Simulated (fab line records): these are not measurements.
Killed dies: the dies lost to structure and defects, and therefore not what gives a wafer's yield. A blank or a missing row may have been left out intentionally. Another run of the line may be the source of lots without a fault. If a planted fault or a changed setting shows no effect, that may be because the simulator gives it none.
The tool behind it: which one? | flow rit cmos | 45 wafers from 15 lots sampled at 3 of the route's 202 steps

== WHAT THE GAUGES READ, wafer by wafer ==
RIT_ACTIVE_THK_MEAS_02.
lot  | measured    | on            | ACTIVE_OXIDE_THK (nm)
L806 | day 1 12:52 | film metro-02 | 47.0 46.7 47.0
L807 | day 1 17:23 | film metro-04 | 48.4 47.9 47.9
L808 | day 1 22:04 | film metro-03 | 46.9 46.3 47.2
L809 | day 2 03:38 | film metro-02 | 46.9 46.7 47.4
L810 | day 2 08:37 | film metro-03 | 48.0 48.1 48.7
L811 | day 2 13:20 | film metro-04 | 47.2 47.8 47.1
L820 | day 4 11:02 | film metro-02 | 46.9 46.7 46.0
L822 | day 4 20:04 | film metro-04 | 46.7 47.6 46.9
L823 | day 5 01:24 | film metro-02 | 46.7 46.0 46.0
L824 | day 5 06:23 | film metro-04 | 46.9 46.7 45.9
L825 | day 5 11:03 | film metro-04 | 45.7 45.1 45.7
L826 | day 5 16:03 | film metro-03 | 48.1 47.2 47.1
L827 | day 5 21:16 | film metro-02 | 48.2 48.0 48.2
L828 | day 6 02:57 | film metro-02 | 47.1 45.8 45.6
L829 | day 6 07:04 | film metro-04 | 48.0 46.5 47.7

RIT_CONTACT_CD_MEAS_08: the cd target is 1000 nm.
lot  | measured    | on        | cd nm (nm)
L806 | day 3 07:29 | cd sem-01 | 999.4 999.7 1000.3
L807 | day 3 10:15 | cd sem-02 | 1000.2 1000.3 999.7
L808 | day 3 15:14 | cd sem-01 | 1002.0 998.9 1002.1
L809 | day 3 23:19 | cd sem-02 | 998.1 998.0 999.9
L810 | day 4 01:30 | cd sem-02 | 1003.2 1002.9 1003.7
L811 | day 4 12:01 | cd sem-02 | 998.8 996.8 996.9
L820 | day 6 04:37 | cd sem-01 | 999.5 999.8 999.8
L822 | day 6 12:30 | cd sem-02 | 1000.0 1000.3 999.4
L823 | day 6 18:01 | cd sem-02 | 998.9 997.5 995.5
L824 | day 7 00:18 | cd sem-02 | 1001.0 1000.4 1000.5
L825 | day 7 07:58 | cd sem-02 | 999.2 1000.7 1001.5
L826 | day 7 13:32 | cd sem-02 | 995.2 995.2 996.1
L827 | day 7 14:59 | cd sem-02 | 1001.5 1002.0 999.6
L828 | day 7 20:09 | cd sem-02 | 1003.1 1004.3 1002.8
L829 | day 8 04:37 | cd sem-02 | 998.3 996.3 997.7

== EACH LOT AND THE TOOL THAT RAN IT (in order: tool; ch and the chambers of the sampled wafers; start) ==
lot  | RIT_NLDD_SOFTBAKE_02
L806 | litho track-03 ch 0, day 2 20:34
L807 | litho track-03 ch 0, day 2 23:25
L808 | litho track-03 ch 0, day 3 04:02
L809 | litho track-03 ch 0, day 3 12:07
L810 | litho track-03 ch 0, day 3 14:03
L811 | litho track-03 ch 0, day 4 00:56
L820 | litho track-04 ch 0, day 5 17:23
L822 | litho track-01 ch 0, day 6 01:32
L823 | litho track-04 ch 0, day 6 06:46
L824 | litho track-03 ch 0, day 6 13:19
L825 | litho track-04 ch 0, day 6 20:38
L826 | litho track-01 ch 0, day 7 02:11
L827 | litho track-03 ch 0, day 7 03:47
L828 | litho track-04 ch 0, day 7 09:09
L829 | litho track-04 ch 0, day 7 17:45
- RIT_NLDD_SOFTBAKE_02: time 60 s.

== WHAT THE TOOLS THEMSELVES READ (means of the sampled wafers that have a number; where no wafer has one, the mark that the record gives instead) ==
RIT_NLDD_SOFTBAKE_02.
lot  | tool           | heater power total W (W) | plate temp C (C)
L806 | litho track-03 | 34.63                    | 89.78
L807 | litho track-03 | 34.50                    | 90.00
L808 | litho track-03 | 34.55                    | 90.08
L809 | litho track-03 | 36.70                    | 93.91
L810 | litho track-03 | 36.71                    | 93.78
L811 | litho track-03 | 36.67                    | 93.88
L820 | litho track-04 | 34.56                    | 89.83
L822 | litho track-01 | 34.55                    | 90.05
L823 | litho track-04 | 34.56                    | 89.92
L824 | litho track-03 | 34.55                    | 90.12
L825 | litho track-04 | 34.51                    | 89.93
L826 | litho track-01 | 34.56                    | 89.91
L827 | litho track-03 | 34.60                    | 90.07
L828 | litho track-04 | 34.62                    | 90.01
L829 | litho track-04 | 34.57                    | 90.13

== THE ANSWER, worked out from the rows above alone ==
Rule: usual is defined by the lots themselves. Put in order of their means at a reading, lots are off if they are a third of the lots or fewer, leave a main group of 4 or more, and stand apart from it by a gap of 3 or more times the standard deviation of the main group's means; of several such gaps the widest counts. Not used: any main group whose means are identical at the precision the tables above print for the reading. A lot without any number at a reading at which 4 lots or more have one is off too. All remaining lots with rows at the step are treated as sound. After the gauges, taken in route order, come the tools' own readings; for these a lot's mean is taken, as printed above. At the first step where some lot is off, the reading lying furthest off is the one used; lots without a number count as furthest.
Off at RIT_NLDD_SOFTBAKE_02 (heater power total W): L809, L810, L811. The main group: mean 34.56 W, standard deviation 0.037.
If a tool, at that step or one of the process steps before it, ran each lot that is off and ran no sound lot following the first of them, it fits. Not one of the candidates tried fits.

== WHAT THE SIMULATOR HAD PUT IN ==
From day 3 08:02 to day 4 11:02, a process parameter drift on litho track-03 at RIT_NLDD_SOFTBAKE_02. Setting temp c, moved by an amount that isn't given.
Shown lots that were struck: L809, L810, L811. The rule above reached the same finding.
